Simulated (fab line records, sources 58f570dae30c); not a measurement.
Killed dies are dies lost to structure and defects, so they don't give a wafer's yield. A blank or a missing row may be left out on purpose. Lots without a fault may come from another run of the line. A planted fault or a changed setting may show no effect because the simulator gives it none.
fab line records | flow berkeley_cmos170
record lots=14 wafers=42 last_day=12
route steps=331 shown NWELL@26 PWELL@37 PFIELD@87 FIELD@90
lots that met no fault: from a run of the same line without faults
start_h: hours from the record's first day to the start of the lot's first wafer shown | wait_h: hours since the lot's step before | " the same as in the row above | L1.1+2: a row that stands for several wafers | - no value, or no start given | * or withheld: withheld | < > ~ a bound
route shown NAME@n: a module of which the file shows steps, and the number in the route of the first | usual: mean/standard deviation of fault-free wafers | same: alike in all rows | chamber/n: place in a boat | sites: the reading at each site | _std_site: their standard deviation | _edge_site: outer sites' mean less inner sites' | radius_mm: how far each site lies from the wafer's centre | mask NAME#n: copy n | behind: the tool/chamber that last shaped the wafer | hold: why the lot was held/for how many hours/how that ended | device: the transistor (n, p or np) that didn't switch | end of line: the same wafers' tests at the end of the route | a step without rows: its recipe alone | killed: dies lost to structure and defects at the first sort, not the wafer's yield | map: a wafer's dies, x killed, . not, _ none there
set.NAME: the setting as run; set.NAME@STEP: as run at that earlier step | model.NAME: the simulator's own value behind a step, which no gauge read
steps of the route over a sample of lots; a table a step, a row a wafer
services: from which hour (start_h, from the record's first day; less than 0 if before it) a tool's chamber was out of use, for how many hours, and why
## steps
# step UCB170_NWELL_OVL_MEAS_12
# usual NWELL_OVL=6/4.9
# columns lot.wafer tool chamber start_h wait_h NWELL_OVL[nm]
L859.1 overlay-02 - 38.14 - 4
L859.2 " - " " 12
L859.3 " - " " 8
L862.3 overlay-01 - 52.66 - 5
L862.4 " - " " 9
L862.6 " - " " 3
L864.1 overlay-02 - 60.58 - 0
L864.5 " - " " 2
L864.6 " - " " 9
L865.1 overlay-01 - 65.92 - 3
L865.4 " - " " 6
L865.6 " - " " -2
L866.1 overlay-01 - 71.00 - 1
L866.3 " - " " 1
L866.5 " - " " 7
L867.4 overlay-02 - 71.19 - 0
L867.5 " - " " -1
L867.6 " - " " 1
L869.1 overlay-02 - 83.62 - 11
L869.2 " - " " 5
L869.3 " - " " 7
L871.4 overlay-02 - 89.64 - 8
L871.5 " - " " 12
L871.6 " - " " 15
L870.3 overlay-01 - 89.91 - 5
L870.4 " - " " 15
L870.5 " - " " 9
L872.2 overlay-01 - 104.39 - 5
L872.3 " - " " 9
L872.6 " - " " 6
L873.2 overlay-01 - 107.85 - 16
L873.4 " - " " 5
L873.5 " - " " 5
L874.1 overlay-01 - 110.81 - 0
L874.2 " - " " 2
L874.3 " - " " 9
L880.1 overlay-02 - 141.24 - 6
L880.4 " - " " 5
L880.5 " - " " 9
L881.1 overlay-02 - 146.43 - 11
L881.4 " - " " 3
L881.5 " - " " 6
# step UCB170_PWELL_THK_MEAS_03
# recipe reads=SiO2_of_PWELL_OXIDATION_02
# usual PWELL_OXIDE_THK=26.5/0.53
# columns lot.wafer tool chamber start_h wait_h PWELL_OXIDE_THK[nm]
L859.1 film_metro-03 - 47.67 0.0 25.8
L859.2 " - " " 25.6
L859.3 " - " " 25.3
L862.3 film_metro-03 - 60.55 0.1 26.7
L862.4 " - " " 26.5
L862.6 " - " " 26.2
L864.1 film_metro-02 - 70.67 0.0 26.2
L864.5 " - " " 26.2
L864.6 " - " " 26.1
L865.1 film_metro-04 - 76.82 0.0 25.2
L865.4 " - " " 25.3
L865.6 " - " " 25.7
L866.1 film_metro-04 - 87.77 0.0 26.4
L866.3 " - " " 25.9
L866.5 " - " " 26.2
L867.4 film_metro-02 - 87.77 0.0 26.7
L867.5 " - " " 26.6
L867.6 " - " " 26.9
L869.1 film_metro-02 - 95.35 0.0 26.4
L869.2 " - " " 26.4
L869.3 " - " " 26.3
L870.3 film_metro-04 - 99.69 0.0 27.6
L870.4 " - " " 27.3
L870.5 " - " " 27.5
L871.4 film_metro-02 - 99.70 0.0 27.0
L871.5 " - " " 26.8
L871.6 " - " " 26.9
L872.2 film_metro-04 - 115.25 0.0 25.8
L872.3 " - " " 26.1
L872.6 " - " " 26.0
L873.2 film_metro-03 - 115.25 0.0 26.4
L873.4 " - " " 27.4
L873.5 " - " " 26.9
L874.1 film_metro-03 - 122.61 0.1 26.9
L874.2 " - " " 27.3
L874.3 " - " " 27.4
L880.1 film_metro-02 - 152.45 0.0 26.6
L880.4 " - " " 26.1
L880.5 " - " " 26.6
L881.1 film_metro-03 - 157.05 0.0 26.8
L881.4 " - " " 26.5
L881.5 " - " " 26.5
# step UCB170_PFIELD_STRIP_08
# recipe chemistry=O2 power_w=400 pressure_mtorr=3500 platen_temp_c=withheld o2_flow_sccm=400 overash_fraction=0.5
# usual drypump_motor_current_A=5.7/0.6 oes_product_au=0.735/0.0046 strip_time_to_endpoint_s=21.64/0.059
# columns lot.wafer tool chamber start_h wait_h drypump_motor_current_A oes_product_au rf_hours_counter_h strip_time_to_endpoint_s
L859.1 plasma_asher-03 0 87.57 0.1 4.9 0.736 37 21.59
L859.2 " 1 " " 6.0 0.732 37 21.66
L859.3 " 1 " " 6.1 0.736 - 21.60
L862.3 plasma_asher-01 1 107.79 0.1 5.1 0.735 - 21.57
L862.4 " 0 " " 6.5 0.732 - 21.59
L862.6 " 1 " " 5.1 0.730 - 21.60
L864.1 plasma_asher-03 1 112.69 0.1 6.0 0.739 40 21.59
L864.5 " 0 " " 4.9 0.735 - 21.61
L864.6 " 1 " " 6.0 0.736 - 21.66
L866.1 plasma_asher-01 1 130.81 0.1 5.1 0.735 1 21.55
L866.3 " 0 " " 6.5 0.740 - 21.58
L866.5 " 0 " " 6.4 0.732 - 21.62
L865.1 plasma_asher-01 0 131.18 0.1 6.4 0.732 1 21.66
L865.4 " 1 " " 5.1 0.730 - 21.66
L865.6 " 1 " " 5.1 0.736 - 21.67
L867.4 plasma_asher-03 1 131.49 0.1 6.1 0.731 - 21.80
L867.5 " 0 " " 4.9 0.734 - 21.73
L867.6 " 1 " " 6.0 0.734 - 21.85
L870.3 plasma_asher-01 0 138.51 0.1 6.4 0.741 - 21.68
L870.4 " 1 " " 5.1 0.739 - 21.71
L870.5 " 1 " " 5.1 0.738 - 21.73
L869.1 plasma_asher-02 0 138.84 0.1 6.2 0.728 35 21.66
L869.2 " 1 " " 5.8 0.732 35 21.66
L869.3 " 1 " " 5.8 0.733 - 21.66
L871.4 plasma_asher-03 1 139.22 0.1 6.0 0.739 - 21.76
L871.5 " 1 " " 6.1 0.737 - 21.71
L871.6 " 0 " " 4.9 0.735 - 21.65
L873.2 plasma_asher-03 1 159.06 0.1 6.0 0.736 46 21.62
L873.4 " 0 " " 4.9 0.733 - 21.62
L873.5 " 0 " " 4.9 0.732 - 21.71
L872.2 plasma_asher-02 0 159.33 0.1 6.2 0.733 38 21.61
L872.3 " 1 " " 5.9 0.739 - 21.58
L872.6 " 1 " " 5.9 0.733 - 21.55
L874.1 plasma_asher-03 1 167.08 0.1 6.0 0.743 46 21.62
L874.2 " 0 " " 4.9 0.726 46 21.68
L874.3 " 1 " " 6.1 0.734 - 21.62
L880.1 plasma_asher-03 0 197.47 0.1 4.9 0.736 49 21.60
L880.4 " 0 " " 4.9 0.738 - 21.56
L880.5 " 0 " " 4.9 0.735 - 21.66
L881.1 plasma_asher-01 0 197.86 0.1 6.5 0.733 9 21.64
L881.4 " 1 " " 5.1 0.735 - 21.65
L881.5 " 1 " " 5.1 0.728 - 21.65
# step UCB170_FIELD_OXIDATION_01
# recipe temp_c=1000 ambient=H2O p_h2o_torr=584.62 target_thk_a=5583 ox_time_s=7200
# usual spike_tc_centre_C=1002.5/1 spike_tc_load_C=1026.2/1 spike_tc_source_C=1023.4/1.5 tube_center_temp_C=1000/0.092 tube_center_temp_C_max=1002.5/0.43
# columns lot.wafer tool chamber start_h wait_h spike_tc_centre_C spike_tc_load_C spike_tc_source_C tube_center_temp_C tube_center_temp_C_max
L859.1 furnace-02 0 93.61 4.3 1002.4 1025.2 1022.1 1000.1 1002.7
L859.2 " 0 " " 1001.2 1024.7 1021.2 999.91 1002.9
L859.3 " 0 " " 1001.9 1025.1 1023.0 999.96 1002.0
L862.3 furnace-04 0 109.77 1.5 1001.9 1026.7 1023.7 1000.2 1002.3
L862.4 " 0 " " 1001.2 1025.4 1024.6 999.95 1002.1
L862.6 " 0 " " 1001.2 1027.0 1024.3 1000 1001.7
L864.1 furnace-02 0 116.49 3.4 1002.0 1026.2 1023.5 999.91 1002.4
L864.5 " 0 " " 1002.8 1024.9 1022.0 999.94 1001.8
L864.6 " 0 " " 1003.4 1025.4 1022.2 1000.2 1002.2
L865.1 furnace-04 0 134.32 2.8 1001.7 1026.8 1023.1 1000 1002.9
L865.4 " 0 " " 1002.0 1028.2 1022.8 999.96 1002.2
L865.6 " 0 " " 1003.0 1025.7 1024.3 1000.1 1003.1
L866.1 furnace-04 0 134.32 3.3 1002.4 1026.9 1022.8 999.94 1002.1
L866.3 " 0 " " 1002.5 1025.3 1021.6 1000 1002.4
L866.5 " 0 " " 1003.2 1023.3 1023.5 1000.1 1001.8
L867.4 furnace-04 0 134.32 2.7 1003.3 1027.4 1022.3 1000 1002.3
L867.5 " 0 " " 1001.2 1025.8 1024.7 999.98 1002.5
L867.6 " 0 " " 1002.9 1026.6 1022.3 999.9 1002.0
L869.1 furnace-04 0 141.35 2.3 1002.4 1026.7 1022.8 1000.1 1002.7
L869.2 " 0 " " 1003.8 1026.1 1024.0 1000.1 1002.7
L869.3 " 0 " " 1002.2 1025.0 1024.5 999.94 1002.6
L870.3 furnace-04 0 141.35 2.7 1003.4 1026.8 1023.7 1000.1 1002.6
L870.4 " 0 " " 1001.5 1028.1 1022.0 1000 1002.4
L870.5 " 0 " " 999.6 1027.5 1022.7 1000 1002.2
L871.4 furnace-04 0 141.35 1.9 1003.6 1025.3 1024.0 999.86 1002.7
L871.5 " 0 " " 1001.8 1026.7 1024.2 1000.1 1002.5
L871.6 " 0 " " 1003.1 1025.8 1021.9 1000.1 1002.8
L872.2 furnace-01 0 163.47 4.0 1000.2 1025.1 1025.5 1000.1 1002.4
L872.3 " 0 " " 1002.8 1025.5 1024.5 999.94 1002.8
L872.6 " 0 " " 1003.5 1025.7 1026.9 1000.2 1003.2
L873.2 furnace-01 0 163.47 4.2 1001.5 1028.0 1025.6 1000 1003.8
L873.4 " 0 " " 1001.1 1026.0 1024.7 1000 1002.2
L873.5 " 0 " " 1002.5 1027.4 1026.7 999.92 1002.1
L874.1 furnace-02 0 171.99 4.7 1003.3 1026.9 1020.0 1000 1003.2
L874.2 " 0 " " 1003.6 1024.1 1021.2 1000.1 1002.7
L874.3 " 0 " " 1003.1 1026.0 1021.3 999.99 1002.9
L880.1 furnace-04 0 201.32 3.7 1021.5 1045.4 1043.4 1020 1022.3
L880.4 " 0 " " 1021.6 1046.8 1044.2 1020.1 1022.1
L880.5 " 0 " " 1022.3 1046.3 1046.0 1020 1022.5
L881.1 furnace-04 0 201.32 3.3 1021.5 1046.6 1042.8 1019.9 1023.5
L881.4 " 0 " " 1021.6 1047.5 1044.5 1020 1022.2
L881.5 " 0 " " 1022.7 1044.7 1042.8 1020 1022.1
# step UCB170_FIELD_THK_MEAS_02
# recipe reads=SiO2_of_FIELD_OXIDATION_01
# usual FIELD_OXIDE_THK=555/9.2
# columns lot.wafer tool chamber start_h wait_h FIELD_OXIDE_THK[nm]
L859.1 film_metro-04 - 96.61 0.0 551
L859.2 " - " " 553
L859.3 " - " " 553
L862.3 film_metro-03 - 112.79 0.0 569
L862.4 " - " " 573
L862.6 " - " " 561
L864.1 film_metro-02 - 119.49 0.0 553
L864.5 " - " " 562
L864.6 " - " " 555
L865.1 film_metro-03 - 137.32 0.0 561
L865.4 " - " " 562
L865.6 " - " " 566
L866.1 film_metro-02 - 137.32 0.0 555
L866.3 " - " " 549
L866.5 " - " " 548
L867.4 film_metro-04 - 137.35 0.0 570
L867.5 " - " " 556
L867.6 " - " " 564
L870.3 film_metro-03 - 144.37 0.0 557
L870.4 " - " " 557
L870.5 " - " " 555
L869.1 film_metro-03 - 144.41 0.1 557
L869.2 " - " " 554
L869.3 " - " " 556
L871.4 film_metro-02 - 144.41 0.1 551
L871.5 " - " " 546
L871.6 " - " " 553
L872.2 film_metro-04 - 166.48 0.0 537
L872.3 " - " " 529
L872.6 " - " " 537
L873.2 film_metro-03 - 166.48 0.0 562
L873.4 " - " " 553
L873.5 " - " " 551
L874.1 film_metro-02 - 174.99 0.0 550
L874.2 " - " " 553
L874.3 " - " " 553
L880.1 film_metro-02 - 204.32 0.0 631
L880.4 " - " " 627
L880.5 " - " " 619
L881.1 film_metro-03 - 204.32 0.0 638
L881.4 " - " " 634
L881.5 " - " " 643
# step UCB170_FIELD_THK_MEAS_90
# recipe reads=SiO2_of_FIELD_OXIDATION_01
# usual FIELD_OXIDE_LEFT_1_THK=438/9.5
# columns lot.wafer tool chamber start_h wait_h FIELD_OXIDE_LEFT_1_THK[nm]
L859.1 film_metro-02 - 106.05 0.0 436
L859.2 " - " " 436
L859.3 " - " " 437
L862.3 film_metro-03 - 120.68 0.0 453
L862.4 " - " " 457
L862.6 " - " " 446
L864.1 film_metro-02 - 128.90 0.1 435
L864.5 " - " " 443
L864.6 " - " " 437
L865.1 film_metro-02 - 145.81 0.0 444
L865.4 " - " " 445
L865.6 " - " " 449
L866.1 film_metro-04 - 145.87 0.1 437
L866.3 " - " " 431
L866.5 " - " " 430
L867.4 film_metro-02 - 145.90 0.1 452
L867.5 " - " " 438
L867.6 " - " " 447
L869.1 film_metro-02 - 153.58 0.0 440
L869.2 " - " " 437
L869.3 " - " " 439
L870.3 film_metro-04 - 153.60 0.0 438
L870.4 " - " " 439
L870.5 " - " " 437
L871.4 film_metro-03 - 153.61 0.0 434
L871.5 " - " " 429
L871.6 " - " " 435
L872.2 film_metro-03 - 175.55 0.0 419
L872.3 " - " " 411
L872.6 " - " " 418
L873.2 film_metro-02 - 175.55 0.0 444
L873.4 " - " " 435
L873.5 " - " " 433
L874.1 film_metro-02 - 186.28 0.0 432
L874.2 " - " " 435
L874.3 " - " " 435
L880.1 film_metro-02 - 214.58 0.0 513
L880.4 " - " " 510
L880.5 " - " " 502
L881.1 film_metro-04 - 214.58 0.0 521
L881.4 " - " " 517
L881.5 " - " " 526
# step UCB170_FIELD_THK_MEAS_91
# recipe reads=SiO2_of_FIELD_OXIDATION_01
# usual FIELD_OXIDE_LEFT_2_THK=350/9.6
# columns lot.wafer tool chamber start_h wait_h FIELD_OXIDE_LEFT_2_THK[nm]
L859.1 film_metro-04 - 123.14 0.0 347
L859.2 " - " " 348
L859.3 " - " " 349
L862.3 film_metro-04 - 141.46 0.0 366
L862.4 " - " " 370
L862.6 " - " " 359
L864.1 film_metro-02 - 148.42 0.0 346
L864.5 " - " " 355
L864.6 " - " " 349
L867.4 film_metro-03 - 168.24 0.0 364
L867.5 " - " " 350
L867.6 " - " " 358
L866.1 film_metro-02 - 168.58 0.0 348
L866.3 " - " " 342
L866.5 " - " " 341
L865.1 film_metro-03 - 168.63 0.0 355
L865.4 " - " " 356
L865.6 " - " " 361
L869.1 film_metro-04 - 174.14 0.0 352
L869.2 " - " " 348
L869.3 " - " " 350
L870.3 film_metro-02 - 174.34 0.0 350
L870.4 " - " " 350
L870.5 " - " " 348
L871.4 film_metro-04 - 174.42 0.0 346
L871.5 " - " " 341
L871.6 " - " " 348
L873.2 film_metro-02 - 196.72 0.0 355
L873.4 " - " " 346
L873.5 " - " " 344
L872.2 film_metro-03 - 197.55 0.0 331
L872.3 " - " " 324
L872.6 " - " " 331
L874.1 film_metro-04 - 207.49 0.0 343
L874.2 " - " " 346
L874.3 " - " " 346
L880.1 film_metro-02 - 235.67 0.0 425
L880.4 " - " " 423
L880.5 " - " " 413
L881.1 film_metro-03 - 235.75 0.0 432
L881.4 " - " " 428
L881.5 " - " " 437
## services
# columns tool chamber start_h hours kind
furnace-02 - 80.77 4.1 pm
furnace-04 - 91.79 2.6 pm
plasma_asher-01 - 99.59 0.6 repair
plasma_asher-01 - 108.75 9.0 pm
plasma_asher-01 0 108.75 9.0 vent_cycle
plasma_asher-01 1 108.75 9.0 vent_cycle
plasma_asher-01 0 117.75 - clean
plasma_asher-01 1 117.75 - clean
plasma_asher-03 - 123.03 1.1 repair
furnace-01 - 166.47 3.3 pm
furnace-01 - 191.73 3.9 pm
## key
first_sign step=UCB170_FIELD_OXIDATION_01 reading=tube_center_temp_C direction=up sigmas=99+ usual=* struck=*
effect step=UCB170_FIELD_OXIDATION_01 reading=tube_center_temp_C_max direction=up sigmas=46 usual=* struck=*
effect step=UCB170_FIELD_THK_MEAS_02 reading=FIELD_OXIDE_THK direction=up sigmas=8.4 usual=555 struck=632
effect step=UCB170_FIELD_THK_MEAS_90 reading=FIELD_OXIDE_LEFT_1_THK direction=up sigmas=8 usual=438 struck=515
effect step=UCB170_FIELD_THK_MEAS_91 reading=FIELD_OXIDE_LEFT_2_THK direction=up sigmas=8 usual=350 struck=426
met_at UCB170_FIELD_OXIDATION_01
struck_lots L880,L881
sort_left_out L881.1,L881.4,L881.5
tester_left_out L880,L881
not_acting_at UCB170_NWELL_OVL_MEAS_12,UCB170_PWELL_THK_MEAS_03,UCB170_PFIELD_STRIP_08
onset_between 141.35 201.32
fault kind=process_parameter_drift tool=furnace-04 chamber=- onset_h=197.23 steps=UCB170_FIELD_OXIDATION_01 channel=temp_c offset=* shape=step end_h=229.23 acts_in=* stated=*
# tester_left_out: of these lots the tester's yield and bins aren't shown, on N5 and GAA mostly nor the transistor test; their killed dies are dies lost to structure and defects alone, not to doping, threshold or leakage, so they don't give the yield
# sort_left_out: the simulated sort isn't trusted on such a fault, so these wafers' sort isn't shown, and their yield isn't known
